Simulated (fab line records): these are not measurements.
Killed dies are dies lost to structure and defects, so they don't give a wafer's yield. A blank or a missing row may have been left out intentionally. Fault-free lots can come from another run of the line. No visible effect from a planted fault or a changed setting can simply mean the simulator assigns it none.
Split-lot study || flow berkeley cmos170 || 23 wafers read across 5 lots, on a route 331 steps long

## THE SPLIT ITSELF
At UCB170_M2_PEB_13, the setting peb temp c was moved away from the recipe's 130 C on 10 of the 23 wafers read, by -2.3% to +2.2%. This setting was run at the recipe's value on the other wafers.

## FROM THE SPLIT TO THE READING: what the file shows between them, 5 steps
- UCB170_M2_DEVELOP_14: develop time 45 s
- UCB170_M2_CD_MEAS_15: target cd 700 nm
- UCB170_M2_ETCH_17: etches BARC in N2/H2
- UCB170_M2_METAL_ETCH_18: etches Al in Cl2/BCl3, stops on SiO2, target depth 1170 nm, time 195 s
- UCB170_M2_STRIP_19: strips in O2

## THE READING
cd nm (nm) at UCB170_M2_CD_MEAS_90, where the cd target is 700 nm. A value of 702.6 nm with a standard deviation of 2.1 nm is what fault-free wafers of this fab line usually give.

{"wafer": "L075.1", "tool, chamber at the split": "litho track-02, 0", "peb temp c as run, C": 130, "against the recipe": "recipe", "cd nm, nm": 699.1, "against lot-mates on the recipe": "-"}
{"wafer": "L075.3", "tool, chamber at the split": "litho track-02, 0", "peb temp c as run, C": 130, "against the recipe": "recipe", "cd nm, nm": 705.1, "against lot-mates on the recipe": "-"}
{"wafer": "L075.5", "tool, chamber at the split": "litho track-02, 0", "peb temp c as run, C": 130, "against the recipe": "recipe", "cd nm, nm": 701.7, "against lot-mates on the recipe": "-"}
{"wafer": "L076.2", "tool, chamber at the split": "litho track-02, 0", "peb temp c as run, C": 130, "against the recipe": "recipe", "cd nm, nm": 700.0, "against lot-mates on the recipe": "-"}
{"wafer": "L076.3", "tool, chamber at the split": "litho track-02, 0", "peb temp c as run, C": 131.1, "against the recipe": "+0.8%", "cd nm, nm": 693.3, "against lot-mates on the recipe": -6.7}
{"wafer": "L076.4", "tool, chamber at the split": "litho track-02, 0", "peb temp c as run, C": 130, "against the recipe": "recipe", "cd nm, nm": 700.0, "against lot-mates on the recipe": "-"}
{"wafer": "L076.5", "tool, chamber at the split": "litho track-02, 0", "peb temp c as run, C": 131.1, "against the recipe": "+0.8%", "cd nm, nm": 693.8, "against lot-mates on the recipe": -6.2}
{"wafer": "L076.6", "tool, chamber at the split": "litho track-02, 0", "peb temp c as run, C": 131.1, "against the recipe": "+0.8%", "cd nm, nm": 694.9, "against lot-mates on the recipe": -5.1}
{"wafer": "L078.1", "tool, chamber at the split": "litho track-02, 0", "peb temp c as run, C": 130, "against the recipe": "recipe", "cd nm, nm": 704.8, "against lot-mates on the recipe": "-"}
{"wafer": "L078.2", "tool, chamber at the split": "litho track-02, 0", "peb temp c as run, C": 132.9, "against the recipe": "+2.2%", "cd nm, nm": 686.3, "against lot-mates on the recipe": -17.3}
{"wafer": "L078.4", "tool, chamber at the split": "litho track-02, 0", "peb temp c as run, C": 132.9, "against the recipe": "+2.2%", "cd nm, nm": 687.1, "against lot-mates on the recipe": -16.5}
{"wafer": "L078.5", "tool, chamber at the split": "litho track-02, 0", "peb temp c as run, C": 130, "against the recipe": "recipe", "cd nm, nm": 702.2, "against lot-mates on the recipe": "-"}
{"wafer": "L078.6", "tool, chamber at the split": "litho track-02, 0", "peb temp c as run, C": 130, "against the recipe": "recipe", "cd nm, nm": 703.8, "against lot-mates on the recipe": "-"}
{"wafer": "L080.1", "tool, chamber at the split": "litho track-03, 0", "peb temp c as run, C": 130, "against the recipe": "recipe", "cd nm, nm": 707.8, "against lot-mates on the recipe": "-"}
{"wafer": "L080.2", "tool, chamber at the split": "litho track-03, 0", "peb temp c as run, C": 130, "against the recipe": "recipe", "cd nm, nm": 701.8, "against lot-mates on the recipe": "-"}
{"wafer": "L080.3", "tool, chamber at the split": "litho track-03, 0", "peb temp c as run, C": 132.6, "against the recipe": "+2.0%", "cd nm, nm": 692.0, "against lot-mates on the recipe": -12.3}
{"wafer": "L080.4", "tool, chamber at the split": "litho track-03, 0", "peb temp c as run, C": 130, "against the recipe": "recipe", "cd nm, nm": 703.2, "against lot-mates on the recipe": "-"}
{"wafer": "L080.5", "tool, chamber at the split": "litho track-03, 0", "peb temp c as run, C": 132.6, "against the recipe": "+2.0%", "cd nm, nm": 688.9, "against lot-mates on the recipe": -15.4}
{"wafer": "L084.1", "tool, chamber at the split": "litho track-03, 0", "peb temp c as run, C": 127, "against the recipe": "-2.3%", "cd nm, nm": 723.2, "against lot-mates on the recipe": "+20.5"}
{"wafer": "L084.2", "tool, chamber at the split": "litho track-03, 0", "peb temp c as run, C": 130, "against the recipe": "recipe", "cd nm, nm": 701.6, "against lot-mates on the recipe": "-"}
{"wafer": "L084.3", "tool, chamber at the split": "litho track-03, 0", "peb temp c as run, C": 127, "against the recipe": "-2.3%", "cd nm, nm": 726.8, "against lot-mates on the recipe": "+24.1"}
{"wafer": "L084.5", "tool, chamber at the split": "litho track-03, 0", "peb temp c as run, C": 127, "against the recipe": "-2.3%", "cd nm, nm": 723.8, "against lot-mates on the recipe": "+21.1"}
{"wafer": "L084.6", "tool, chamber at the split": "litho track-03, 0", "peb temp c as run, C": 130, "against the recipe": "recipe", "cd nm, nm": 703.8, "against lot-mates on the recipe": "-"}

FIT RESULTS
A straight line over all 23 wafers: cd nm changes by -8.23 nm for each +1% of peb temp c; r = -0.97; the points scatter about the line by 2.7 nm.
The same after taking each lot's own level away (the mean of its wafers on the recipe; 23 wafers): -8.35 nm for each +1%; r = -0.98; scatter 2 nm.
The reading moves by 19 nm for the largest change in peb temp c, on that fit.
From 700.00 to 704.27 nm: that is the span of the lots' own levels, equal to 2.0 times the standard deviation above.
So the lot-to-lot level changes the slope little: the two slopes agree.
Check: +20 nm against its lot-mates is what the line predicts for one of the wafers moved furthest among these (-2.3%) when that wafer is left out of the fit. Against them it came out at +20.5 nm.

## OTHER SPLITS APPLIED TO THESE WAFERS
Other splits were also applied to these wafers ahead of the reading. Each is held against what the fit with the lots' levels taken away leaves over:
{"other split on the same wafers": "UCB170_NSD_IMPLANT_08 energy kev", "wafers away from the commonest value": 5, "r with cd nm (lot level and that fit taken away)": -0.19}
{"other split on the same wafers": "UCB170_SILICIDE_SPUTTER_01 time s", "wafers away from the commonest value": 9, "r with cd nm (lot level and that fit taken away)": -0.10}
{"other split on the same wafers": "UCB170_CONTACT_CVD_01 sih4 flow sccm", "wafers away from the commonest value": 18, "r with cd nm (lot level and that fit taken away)": -0.16}
{"other split on the same wafers": "UCB170_M1_COAT_04 spin rpm", "wafers away from the commonest value": 9, "r with cd nm (lot level and that fit taken away)": "+0.11"}

## THE WHOLE CHAIN: every reading that the file lists as answering this split, in the file's order
{"step": "UCB170_M2_CD_MEAS_15", "what it does": "target cd 700 nm", "reading": "cd nm", "change (the file's fit)": "-8.34 nm for each +1% of the setting", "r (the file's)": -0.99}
{"step": "UCB170_M2_ETCH_17", "what it does": "etches BARC in N2/H2", "reading": "M2.cd nm (the simulator's own value, which no gauge read)", "change (the file's fit)": "-8.37 nm for each +1% of the setting", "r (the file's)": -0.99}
{"step": "UCB170_M2_METAL_ETCH_18", "what it does": "etches Al in Cl2/BCl3, stops on SiO2, target depth 1170 nm, time 195 s", "reading": "M2.cd nm (the simulator's own value, which no gauge read)", "change (the file's fit)": "-8.09 nm for each +1% of the setting", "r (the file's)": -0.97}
{"step": "UCB170_M2_CD_MEAS_90", "what it does": "target cd 700 nm", "reading": "cd nm", "change (the file's fit)": "-8.05 nm for each +1% of the setting", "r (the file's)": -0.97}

## FILE'S OWN FIT
cd nm changes by -8.05 nm for each +1% of peb temp c, r = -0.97.
